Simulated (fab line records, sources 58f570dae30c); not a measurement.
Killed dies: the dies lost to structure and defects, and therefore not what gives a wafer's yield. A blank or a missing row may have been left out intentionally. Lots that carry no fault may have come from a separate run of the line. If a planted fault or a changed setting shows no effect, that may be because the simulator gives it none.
fab line records	flow berkeley_cmos170	part 1 of 2: steps 1 to 31 of 42
record: lots: 5	wafers: 15	last_day: 10
route steps=331 shown PVT@121 GATE@125 FIELD@126 PLDD@145 NLDD@158
lots with no fault: from the same line, run without faults
start_h: hours from the record's first day to the start of the lot's first wafer shown	wait_h: hours from the lot's prior step to this one	" same as the row above	L1.1+2: a row that stands for several wafers	- no value, or no start given	* or withheld: withheld	< > ~ a bound
route shown NAME@n: NAME is a module with steps in the file, n the number in the route of the first one	usual: mean and standard deviation over wafers with no fault	same: alike in all rows	chamber/n: place in a boat	sites: each site's reading	_std_site: the values' standard deviation	_edge_site: outer sites' mean less inner sites'	radius_mm: how far each site lies from the wafer's centre	mask NAME#n: copy n	behind: the tool/chamber that last shaped the wafer	hold: what put the lot on hold/how long, in hours/how the hold closed	device: transistor that didn't switch, given as n, p or np	end of line: the tests these same wafers got at the end of their route	a step with no rows: only its recipe	killed: at the first sort, the dies lost to defects and structure; wafer yield is something else	map: a wafer's dies, x killed, . not, _ none there
set.NAME: the setting that was run; set.NAME@STEP: the one run at that earlier step	model.NAME: the simulator's own value behind a step, which no gauge read
certain route steps with their lots: each step a table, each wafer a row
services: from which hour (start_h, from the record's first day; less than 0 if before it) a tool's chamber was out of use, for how many hours, and why
== steps ==
step: UCB170_PVT_OVL_MEAS_06
usual: PVT_OVL: -4/5.7
lot.wafer	tool	chamber	start_h	wait_h	PVT_OVL[nm]
L075.1	overlay-02	-	113.64	-	-4
L075.3	"	-	"	"	1
L075.4	"	-	"	"	-1
L079.2	overlay-02	-	133.98	-	-4
L079.3	"	-	"	"	4
L079.6	"	-	"	"	-2
L080.1	overlay-02	-	139.95	-	-6
L080.2	"	-	"	"	-12
L080.4	"	-	"	"	-12
L082.1	overlay-01	-	154.93	-	-8
L082.3	"	-	"	"	-11
L082.6	"	-	"	"	3
L088.2	overlay-01	-	185.69	-	6
L088.3	"	-	"	"	6
L088.6	"	-	"	"	3
step: UCB170_PVT_IMPLANT_07
recipe: species: P	dose_cm2: 2e+12	energy_kev: 30	tilt_deg: 7
usual: beam_energy_keV: 30.000/0.01	end_station_pressure_torr: 5e-06/2.6e-07
lot.wafer	tool	chamber	start_h	wait_h	beam_energy_keV	end_station_pressure_torr
L075.1	implanter-02	0	113.67	0.0	30.014	5.36e-06
L075.3	"	0	"	"	30.009	5.08e-06
L075.4	"	0	"	"	30.004	4.82e-06
L079.2	implanter-03	0	134.03	0.0	30.000	5.28e-06
L079.3	"	0	"	"	30.004	5.03e-06
L079.6	"	0	"	"	30.010	4.9e-06
L080.1	implanter-03	0	139.99	0.0	30.010	4.9e-06
L080.2	"	0	"	"	30.016	4.97e-06
L080.4	"	0	"	"	30.005	5.08e-06
L082.1	implanter-02	0	154.97	0.0	29.990	4.93e-06
L082.3	"	0	"	"	30.009	4.54e-06
L082.6	"	0	"	"	30.002	4.79e-06
L088.2	implanter-02	0	185.75	0.0	30.008	4.69e-06
L088.3	"	0	"	"	30.011	5.45e-06
L088.6	"	0	"	"	30.006	4.61e-06
step: UCB170_PVT_STRIP_08
recipe: chemistry: O2	power_w: 400	pressure_mtorr: 3500	platen_temp_c: withheld	o2_flow_sccm: 400	overash_fraction: 0.5
usual: drypump_motor_current_A: 5.82/0.099	oes_product_au: 0.734/0.0042	strip_time_to_endpoint_s: 21.66/0.08
lot.wafer	tool	chamber	start_h	wait_h	drypump_motor_current_A	oes_product_au	rf_hours_counter_h	strip_time_to_endpoint_s
L075.1	plasma_asher-01	0	113.82	0.1	5.91	0.735	41	21.61
L075.3	"	0	"	"	5.90	0.733	-	21.59
L075.4	"	1	"	"	5.83	0.739	-	21.55
L079.2	plasma_asher-02	0	134.16	0.1	5.64	0.740	2	21.66
L079.3	"	0	"	"	5.64	0.731	-	21.68
L079.6	"	0	"	"	5.64	0.730	-	21.63
L080.1	plasma_asher-04	0	140.14	0.1	5.75	0.726	44	21.55
L080.2	"	1	"	"	5.90	0.740	44	21.68
L080.4	"	1	"	"	5.89	0.737	-	21.70
L082.1	plasma_asher-02	1	155.12	0.1	5.77	0.733	4	21.66
L082.3	"	0	"	"	5.64	0.737	-	21.70
L082.6	"	0	"	"	5.63	0.735	-	21.71
L088.2	plasma_asher-01	1	185.87	0.1	5.84	0.737	49	21.60
L088.3	"	0	"	"	5.90	0.726	-	21.60
L088.6	"	0	"	"	5.91	0.736	-	21.55
step: UCB170_PVT_TW_MEAS_09
usual: PVT_TW: 504.3/2.4
lot.wafer	tool	chamber	start_h	wait_h	PVT_TW
L075.1	film_metro-04	-	113.92	0.1	504.0
L075.3	"	-	"	"	503.3
L075.4	"	-	"	"	504.1
L079.2	film_metro-03	-	134.27	0.1	505.1
L079.3	"	-	"	"	504.6
L079.6	"	-	"	"	505.1
L080.1	film_metro-01	-	140.24	0.1	501.8
L080.2	"	-	"	"	506.5
L080.4	"	-	"	"	507.5
L082.1	film_metro-01	-	155.22	0.1	502.3
L082.3	"	-	"	"	498.6
L082.6	"	-	"	"	504.0
L088.2	film_metro-01	-	185.98	0.1	502.1
L088.3	"	-	"	"	502.3
L088.6	"	-	"	"	504.2
step: UCB170_GATE_WET_ETCH_00
recipe: chemistry: dHF	dilution: 25:1	target: SiO2	temp_c: 25	time_s: 200
lot.wafer	tool	chamber	start_h	wait_h
L075.1+3+4	wet_bench-03	0	113.98	0.1
L079.2+3+6	wet_bench-03	2	135.06	0.8
L080.1+2+4	wet_bench-03	0	140.31	0.1
L082.1+3+6	wet_bench-02	3	155.28	0.1
L088.2+3+6	wet_bench-03	0	186.03	0.0
step: UCB170_FIELD_THK_MEAS_91
recipe: reads: SiO2_of_FIELD_OXIDATION_01
usual: FIELD_OXIDE_LEFT_2_THK: 355/11
lot.wafer	tool	chamber	start_h	wait_h	FIELD_OXIDE_LEFT_2_THK[nm]
L075.1	film_metro-03	-	114.05	0.0	352
L075.3	"	-	"	"	359
L075.4	"	-	"	"	364
L079.2	film_metro-04	-	135.14	0.0	358
L079.3	"	-	"	"	367
L079.6	"	-	"	"	360
L080.1	film_metro-03	-	140.38	0.0	355
L080.2	"	-	"	"	350
L080.4	"	-	"	"	354
L082.1	film_metro-04	-	155.34	0.0	365
L082.3	"	-	"	"	374
L082.6	"	-	"	"	369
L088.2	film_metro-03	-	186.11	0.0	331
L088.3	"	-	"	"	329
L088.6	"	-	"	"	333
step: UCB170_GATE_OXIDATION_01
recipe: temp_c: 850	ambient: O2	target_thk_a: 66	ox_time_s: 1800
lot.wafer	tool	chamber	start_h	wait_h
L075.1+3+4	furnace-03	0	116.65	2.6
L079.2+3+6	furnace-04	0	136.33	1.2
L080.1+2+4	furnace-04	0	143.33	2.9
L082.1+3+6	furnace-04	0	158.68	3.3
L088.2+3+6	furnace-04	0	189.80	3.7
step: UCB170_GATE_THK_MEAS_02
recipe: reads: SiO2_of_GATE_OXIDATION_01
usual: GATE_OXIDE_THK: 6.57/0.12
lot.wafer	tool	chamber	start_h	wait_h	GATE_OXIDE_THK[nm]
L075.1	film_metro-01	-	118.15	0.0	6.64
L075.3	"	-	"	"	6.53
L075.4	"	-	"	"	6.58
L079.2	film_metro-01	-	137.84	0.0	6.74
L079.3	"	-	"	"	6.58
L079.6	"	-	"	"	6.69
L080.1	film_metro-02	-	144.83	0.0	6.46
L080.2	"	-	"	"	6.44
L080.4	"	-	"	"	6.53
L082.1	film_metro-01	-	160.18	0.0	6.44
L082.3	"	-	"	"	6.47
L082.6	"	-	"	"	6.54
L088.2	film_metro-04	-	191.31	0.0	6.53
L088.3	"	-	"	"	6.45
L088.6	"	-	"	"	6.54
step: UCB170_GATE_ANNEAL_03
recipe: temp_c: 900	time_s: 1800	ambient: N2
lot.wafer	tool	chamber	start_h	wait_h
L075.1+3+4	furnace-04	0	120.73	2.6
L079.2+3+6	furnace-03	0	139.79	1.9
L080.1+2+4	furnace-02	0	146.97	2.1
L082.1+3+6	furnace-03	0	164.46	4.3
L088.2+3+6	furnace-02	0	194.66	3.3
step: UCB170_GATE_CVD_04
recipe: material: poly-Si	temp_c: 610	precursor: SiH4	time_s: 1440	pressure_mtorr: 375	target_thk_nm: 214	sih4_flow_sccm: 120
usual: susceptor_temp_C: 609.97/0.29
lot.wafer	tool	chamber	start_h	wait_h	susceptor_temp_C
L075.1	lpcvd-02	0	123.42	1.2	610.17
L075.3	"	0	"	"	609.89
L075.4	"	0	"	"	610.00
L079.2	lpcvd-02	0	141.29	0.0	609.53
L079.3	"	0	"	"	609.58
L079.6	"	0	"	"	609.88
L080.1	lpcvd-01	0	148.47	0.0	610.28
L080.2	"	0	"	"	610.02
L080.4	"	0	"	"	610.47
L082.1	lpcvd-01	1	165.96	0.0	610.38
L082.3	"	1	"	"	610.54
L082.6	"	1	"	"	610.33
L088.2	lpcvd-02	1	196.19	0.0	610.05
L088.3	"	1	"	"	609.73
L088.6	"	1	"	"	609.77
step: UCB170_GATE_THK_MEAS_05
recipe: reads: poly-Si_of_GATE_CVD_04
usual: GATE_POLY_THK: 214.4/2.3
lot.wafer	tool	chamber	start_h	wait_h	GATE_POLY_THK[nm]
L075.1	film_metro-02	-	124.82	0.0	213.1
L075.3	"	-	"	"	214.7
L075.4	"	-	"	"	214.1
L079.2	film_metro-02	-	142.70	0.0	217.1
L079.3	"	-	"	"	216.5
L079.6	"	-	"	"	215.0
L080.1	film_metro-04	-	149.87	0.0	213.4
L080.2	"	-	"	"	214.5
L080.4	"	-	"	"	212.4
L082.1	film_metro-01	-	167.36	0.0	218.4
L082.3	"	-	"	"	219.6
L082.6	"	-	"	"	216.3
L088.2	film_metro-01	-	197.60	0.0	212.1
L088.3	"	-	"	"	213.3
L088.6	"	-	"	"	212.6
step: UCB170_GATE_COAT_06
recipe: resist: BARC	temp_c: withheld	time_s: withheld	spin_rpm: 3000	resist_thk_nm: withheld
lot.wafer	tool	chamber	start_h	wait_h
L075.1+3+4	litho_track-02	0	125.07	0.2
L079.2+3+6	litho_track-04	0	142.78	0.1
L080.1+2+4	litho_track-04	0	149.98	0.1
L082.1+3+6	litho_track-04	0	167.42	0.1
L088.2+3+6	litho_track-04	0	198.12	0.5
step: UCB170_GATE_COAT_07
recipe: resist: KrF	spin_rpm: 1500	resist_thk_nm: 900
lot.wafer	tool	chamber	start_h	wait_h
L075.1+3+4	litho_track-02	0	-	-
L079.2+3+6	litho_track-04	0	-	-
L080.1+2+4	litho_track-04	0	-	-
L082.1+3+6	litho_track-04	0	-	-
L088.2+3+6	litho_track-04	0	-	-
step: UCB170_GATE_SOFTBAKE_08
recipe: resist: KrF	temp_c: 130	time_s: 60
lot.wafer	tool	chamber	start_h	wait_h
L075.1+3+4	litho_track-02	0	-	-
L079.2+3+6	litho_track-04	0	-	-
L080.1+2+4	litho_track-04	0	-	-
L082.1+3+6	litho_track-04	0	-	-
L088.2+3+6	litho_track-04	0	-	-
step: UCB170_GATE_EXPOSE_09
recipe: mask_id: POLY	target_cd_nm: 350	na: 0.5	sigma_outer: 0.6	source_shape: conventional	dose_mj: 21
same: na: 0.5
lot.wafer	tool	chamber	start_h	wait_h	mask
L075.1+3+4	krf_scanner-02	0	125.71	-	POLY#0
L079.2+3+6	krf_scanner-01	0	143.47	-	POLY#0
L080.1+2+4	krf_scanner-02	0	150.62	-	POLY#0
L082.1+3+6	krf_scanner-02	0	167.87	-	POLY#0
L088.2+3+6	krf_scanner-01	0	198.69	-	POLY#0
step: UCB170_GATE_PEB_10
recipe: peb_temp_c: 130	peb_time_s: withheld	resist: KrF
lot.wafer	tool	chamber	start_h	wait_h
L075.1+3+4	litho_track-02	0	125.83	0.1
L079.2+3+6	litho_track-04	0	143.59	0.1
L080.1+2+4	litho_track-04	0	150.74	0.1
L082.1+3+6	litho_track-02	0	167.99	0.1
L088.2+3+6	litho_track-02	0	198.81	0.1
step: UCB170_GATE_DEVELOP_11
recipe: developer: TMAH	develop_time_s: 45	resist: KrF	dev_temp_c: 21
lot.wafer	tool	chamber	start_h	wait_h
L075.1+3+4	litho_track-02	0	-	-
L079.2+3+6	litho_track-04	0	-	-
L080.1+2+4	litho_track-04	0	-	-
L082.1+3+6	litho_track-02	0	-	-
L088.2+3+6	litho_track-02	0	-	-
step: UCB170_GATE_CD_MEAS_12
recipe: target_cd_nm: 350
usual: cd_nm: 349.8/1.7
lot.wafer	tool	chamber	start_h	wait_h	cd_nm
L075.1	cd_sem-01	-	126.10	-	348.6
L075.3	"	-	"	"	348.3
L075.4	"	-	"	"	348.5
L079.2	cd_sem-02	-	143.86	-	350.5
L079.3	"	-	"	"	350.7
L079.6	"	-	"	"	350.1
L080.1	cd_sem-02	-	151.02	-	348.1
L080.2	"	-	"	"	348.1
L080.4	"	-	"	"	348.9
L082.1	cd_sem-01	-	168.26	-	350.3
L082.3	"	-	"	"	349.8
L082.6	"	-	"	"	350.1
L088.2	cd_sem-01	-	199.08	-	350.8
L088.3	"	-	"	"	351.9
L088.6	"	-	"	"	351.7
step: UCB170_GATE_OVL_MEAS_13
usual: GATE_OVL: 2/5.5
lot.wafer	tool	chamber	start_h	wait_h	GATE_OVL[nm]
L075.1	overlay-02	-	126.22	0.1	-9
L075.3	"	-	"	"	-2
L075.4	"	-	"	"	-13
L079.2	overlay-01	-	143.96	0.1	-3
L079.3	"	-	"	"	8
L079.6	"	-	"	"	0
L080.1	overlay-01	-	151.14	0.1	7
L080.2	"	-	"	"	1
L080.4	"	-	"	"	11
L082.1	overlay-01	-	168.38	0.1	-7
L082.3	"	-	"	"	-4
L082.6	"	-	"	"	2
L088.2	overlay-01	-	199.19	0.1	1
L088.3	"	-	"	"	8
L088.6	"	-	"	"	3
step: UCB170_GATE_ETCH_14
recipe: chemistry: N2/H2	target_depth_a: withheld	overetch_a: withheld	target: BARC	time_s: withheld	source_w: 500	bias_w: 100	pressure_mtorr: 30	n2_flow_sccm: 100	h2_flow_sccm: 200
usual: drypump_motor_current_A: 5.7/0.48	h2_flow_sccm: 200.1/0.58	oes_product_au: 0.996/0.017	throttle_valve_pct: 13.36/0.16
lot.wafer	tool	chamber	start_h	wait_h	drypump_motor_current_A	h2_flow_sccm	oes_product_au	throttle_valve_pct
L075.1	rie_diel-03	0	126.26	0.0	6.0	199.8	1.035	13.14
L075.3	"	3	"	"	4.9	200.6	1.010	13.50
L075.4	"	1	"	"	6.5	200.3	0.961	13.37
L079.2	rie_diel-04	3	143.99	0.0	5.8	199.6	1.000	13.09
L079.3	"	1	"	"	6.1	201.1	0.986	13.68
L079.6	"	0	"	"	5.7	199.8	1.005	13.33
L080.1	rie_diel-03	1	151.17	0.0	6.5	199.8	0.974	13.39
L080.2	"	0	"	"	6.0	201.0	1.044	13.15
L080.4	"	1	"	"	6.6	199.2	0.962	13.38
L082.1	rie_diel-02	3	168.42	0.0	4.9	200.4	0.985	13.32
L082.3	"	2	"	"	6.0	199.8	0.995	13.38
L082.6	"	3	"	"	4.9	200.3	0.985	13.32
L088.2	rie_diel-04	2	199.22	0.0	5.1	200.2	0.992	13.34
L088.3	"	1	"	"	6.1	200.2	0.993	13.67
L088.6	"	1	"	"	6.1	200.2	0.982	13.70
step: UCB170_GATE_ETCH_15
recipe: chemistry: HBr/Cl2	target: poly-Si	stop_on: SiO2	over_etch_frac: 0.3	icp_w: 300	bias_w: 150	time_s: 56.3	pressure_mtorr: 15	HBr_flow_sccm: 150	Cl2_flow_sccm: 50	target_depth_a: 2782
usual: drypump_motor_current_A: 5.87/0.25	oes_product_au: 0.836/0.011	throttle_valve_pct: 26.47/0.2
lot.wafer	tool	chamber	start_h	wait_h	drypump_motor_current_A	oes_product_au	rf_hours_counter_h	throttle_valve_pct
L075.1	rie_si-01	1	126.30	-	5.58	0.851	28	26.51
L075.3	"	0	"	"	5.70	0.824	23	26.38
L075.4	"	2	"	"	6.04	0.842	71	26.78
L079.2	rie_si-01	0	144.04	-	5.72	0.826	23	26.38
L079.3	"	2	"	"	6.02	0.846	71	26.80
L079.6	"	1	"	"	5.56	0.858	-	26.51
L080.1	rie_si-01	3	151.21	-	6.34	0.830	40	26.25
L080.2	"	2	"	"	6.02	0.853	71	26.79
L080.4	"	3	"	"	6.33	0.831	-	26.25
L082.1	rie_si-02	0	168.46	-	5.69	0.840	1	26.38
L082.3	"	2	"	"	5.70	0.849	0	26.76
L082.6	"	2	"	"	5.71	0.846	-	26.78
L088.2	rie_si-01	1	199.26	-	5.53	0.841	28	26.50
L088.3	"	2	"	"	6.02	0.835	71	26.79
L088.6	"	2	"	"	6.00	0.836	-	26.81
step: UCB170_GATE_STRIP_16
recipe: chemistry: O2	power_w: 400	pressure_mtorr: 3500	platen_temp_c: withheld	o2_flow_sccm: 400	overash_fraction: 0.5
usual: drypump_motor_current_A: 5.78/0.16	oes_product_au: 0.724/0.0048
lot.wafer	tool	chamber	start_h	wait_h	drypump_motor_current_A	oes_product_au	rf_hours_counter_h
L075.1	plasma_asher-04	0	126.35	0.0	5.72	0.723	42
L075.3	"	0	"	"	5.75	0.725	-
L075.4	"	1	"	"	5.96	0.719	-
L079.2	plasma_asher-01	0	144.08	0.0	5.91	0.725	44
L079.3	"	1	"	"	5.82	0.732	-
L079.6	"	1	"	"	5.84	0.720	-
L080.1	plasma_asher-01	0	151.26	0.0	5.88	0.726	45
L080.2	"	1	"	"	5.83	0.725	45
L080.4	"	1	"	"	5.82	0.729	-
L082.1	plasma_asher-04	1	168.51	0.0	5.93	0.732	47
L082.3	"	0	"	"	5.82	0.738	-
L082.6	"	0	"	"	5.78	0.725	-
L088.2	plasma_asher-03	0	199.31	0.0	5.85	0.734	41
L088.3	"	0	"	"	5.86	0.710	-
L088.6	"	0	"	"	5.83	0.725	-
step: UCB170_GATE_CD_MEAS_90
recipe: target_cd_nm: 350
usual: cd_nm: 349.7/1.7
lot.wafer	tool	chamber	start_h	wait_h	cd_nm
L075.1	cd_sem-02	-	126.46	0.1	348.3
L075.3	"	-	"	"	347.5
L075.4	"	-	"	"	348.5
L079.2	cd_sem-02	-	144.20	0.1	351.4
L079.3	"	-	"	"	350.5
L079.6	"	-	"	"	350.9
L080.1	cd_sem-02	-	151.36	0.1	348.2
L080.2	"	-	"	"	348.1
L080.4	"	-	"	"	348.6
L082.1	cd_sem-02	-	168.61	0.1	349.5
L082.3	"	-	"	"	349.9
L082.6	"	-	"	"	349.8
L088.2	cd_sem-02	-	199.43	0.1	351.2
L088.3	"	-	"	"	351.5
L088.6	"	-	"	"	351.7
step: UCB170_GATE_CLEAN_17
recipe: chemistry: SPM	temp_c: 120	time_s: 600
usual: bath_guard_temp_C: 120.1/0.43
lot.wafer	tool	chamber	start_h	wait_h	bath_guard_temp_C
L075.1	wet_bench-01	0	126.73	0.2	120.9
L075.3	"	0	"	"	120.5
L075.4	"	0	"	"	120.9
L079.2	wet_bench-01	2	144.30	0.1	119.6
L079.3	"	2	"	"	119.8
L079.6	"	2	"	"	119.8
L080.1	wet_bench-03	0	151.48	0.1	119.9
L080.2	"	0	"	"	120.1
L080.4	"	0	"	"	120.5
L082.1	wet_bench-02	3	168.73	0.1	120.3
L082.3	"	3	"	"	120.3
L082.6	"	3	"	"	120.3
L088.2	wet_bench-01	1	199.53	0.1	120.0
L088.3	"	1	"	"	120.4
L088.6	"	1	"	"	120.4
step: UCB170_PLDD_HMDS_00
recipe: prime_time_s: 60	prime_temp_c: 100
lot.wafer	tool	chamber	start_h	wait_h
L075.1+3+4	litho_track-04	0	126.92	0.0
L079.2+3+6	litho_track-01	0	144.65	0.2
L080.1+2+4	litho_track-02	0	151.76	0.1
L082.1+3+6	litho_track-04	0	168.90	0.0
L088.2+3+6	litho_track-02	0	199.73	0.0
step: UCB170_PLDD_COAT_01
recipe: resist: KrF	spin_rpm: 1500	resist_thk_nm: 900
lot.wafer	tool	chamber	start_h	wait_h
L075.1+3+4	litho_track-04	0	127.07	0.1
L079.2+3+6	litho_track-01	0	144.80	0.1
L080.1+2+4	litho_track-02	0	151.91	0.1
L082.1+3+6	litho_track-04	0	169.05	0.1
L088.2+3+6	litho_track-02	0	199.88	0.1
step: UCB170_PLDD_SOFTBAKE_02
recipe: resist: KrF	temp_c: 130	time_s: 60
lot.wafer	tool	chamber	start_h	wait_h
L075.1+3+4	litho_track-04	0	127.22	0.1
L079.2+3+6	litho_track-01	0	144.95	0.1
L080.1+2+4	litho_track-02	0	152.06	0.1
L082.1+3+6	litho_track-04	0	169.20	0.1
L088.2+3+6	litho_track-02	0	200.03	0.1
step: UCB170_PLDD_EXPOSE_03
recipe: mask_id: PSELECT	na: 0.5	sigma_outer: 0.6	source_shape: conventional	target_cd_nm: 1200	dose_mj: 30
same: na: 0.5
lot.wafer	tool	chamber	start_h	wait_h	mask
L075.1+3+4	krf_scanner-02	0	127.50	0.2	PSELECT#0
L079.2+3+6	krf_scanner-01	0	145.38	0.4	PSELECT#0
L080.1+2+4	krf_scanner-01	0	152.57	0.5	PSELECT#0
L082.1+3+6	krf_scanner-01	0	169.35	0.1	PSELECT#0
L088.2+3+6	krf_scanner-01	0	200.34	0.3	PSELECT#0
step: UCB170_PLDD_PEB_04
recipe: peb_temp_c: 130	peb_time_s: withheld	resist: KrF
lot.wafer	tool	chamber	start_h	wait_h
L075.1+3+4	litho_track-01	0	127.61	0.1
L079.2+3+6	litho_track-02	0	145.53	0.1
L080.1+2+4	litho_track-04	0	152.72	0.1
L082.1+3+6	litho_track-01	0	169.48	0.1
L088.2+3+6	litho_track-01	0	200.47	0.1
step: UCB170_PLDD_DEVELOP_05
recipe: developer: TMAH	develop_time_s: 45	resist: KrF	dev_temp_c: 21
lot.wafer	tool	chamber	start_h	wait_h
L075.1+3+4	litho_track-01	0	-	-
L079.2+3+6	litho_track-02	0	-	-
L080.1+2+4	litho_track-04	0	-	-
L082.1+3+6	litho_track-01	0	-	-
L088.2+3+6	litho_track-01	0	-	-
step: UCB170_PLDD_CD_MEAS_06
recipe: target_cd_nm: 1200
usual: cd_nm: 1200.0/1.5
lot.wafer	tool	chamber	start_h	wait_h	cd_nm
L075.1	cd_sem-01	-	127.89	-	1198.5
L075.3	"	-	"	"	1198.8
L075.4	"	-	"	"	1198.5
L079.2	cd_sem-01	-	145.80	-	1199.3
L079.3	"	-	"	"	1199.7
L079.6	"	-	"	"	1199.4
L080.1	cd_sem-02	-	153.00	-	1200.1
L080.2	"	-	"	"	1200.5
L080.4	"	-	"	"	1200.7
L082.1	cd_sem-02	-	169.75	-	1197.9
L082.3	"	-	"	"	1198.3
L082.6	"	-	"	"	1197.9
L088.2	cd_sem-01	-	200.74	-	1201.6
L088.3	"	-	"	"	1199.9
L088.6	"	-	"	"	1200.6
